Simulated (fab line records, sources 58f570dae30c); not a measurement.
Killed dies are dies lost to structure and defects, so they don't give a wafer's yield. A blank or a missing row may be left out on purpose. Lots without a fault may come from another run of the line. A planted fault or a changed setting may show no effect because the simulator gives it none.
Which tool did it? | flow berkeley_cmos170 | 7 lots, 21 wafers sampled, at 2 steps of a route of 331

WHAT THE GAUGES READ, wafer by wafer
UCB170_NLDD_CD_MEAS_06: target cd 1200 nm.
lot  | measured     | on        | cd_nm (nm)
L178 | day 5 23:49  | cd_sem-01 | 1197.7 1198.2 1198.5
L185 | day 7 05:05  | cd_sem-02 | 1198.1 1199.4 1200.4
L190 | day 8 17:07  | cd_sem-01 | 1198.2 1198.5 1197.8
L191 | day 8 22:22  | cd_sem-02 | 1201.1 1201.1 1200.1
L194 | day 9 06:43  | cd_sem-01 | 1200.6 1200.2 1199.6
L196 | day 10 01:11 | cd_sem-01 | 1198.9 1200.8 1198.6
L200 | day 10 23:14 | cd_sem-01 | 1200.9 1201.8 1200.7

WHICH TOOL RAN EACH LOT (tool, then ch and the chambers of the sampled wafers, then the start)
lot  | UCB170_NWELL_STRIP_15
L178 | plasma_asher-02 ch 0,1, day 2 14:43
L185 | plasma_asher-02 ch 0,1, day 3 20:25
L190 | plasma_asher-02 ch 0, day 4 17:27
L191 | plasma_asher-02 ch 0,1, day 5 07:25
L194 | plasma_asher-01 ch 0,1, day 5 16:45
L196 | plasma_asher-03 ch 0,1, day 6 02:16
L200 | plasma_asher-01 ch 0,1, day 6 23:44
- UCB170_NWELL_STRIP_15: strips in O2.

THE ANSWER, worked out from the rows above alone
Rule: what is usual is taken from the lots themselves. Put in order of their means at a reading, lots are off if they are a third of the lots or fewer, leave a main group of 4 or more, and stand apart from it by a gap of 3 or more times the standard deviation of the main group's means; of several such gaps the widest counts. A main group whose means are all the same, to the digits that the tables above print for the reading, isn't used. A lot without any number at a reading at which 4 lots or more have one is off too. The other lots that the step has rows for count as sound.
No lot is off at any reading shown: from this, nothing can be told.

WHAT THE SIMULATOR HAD PUT IN
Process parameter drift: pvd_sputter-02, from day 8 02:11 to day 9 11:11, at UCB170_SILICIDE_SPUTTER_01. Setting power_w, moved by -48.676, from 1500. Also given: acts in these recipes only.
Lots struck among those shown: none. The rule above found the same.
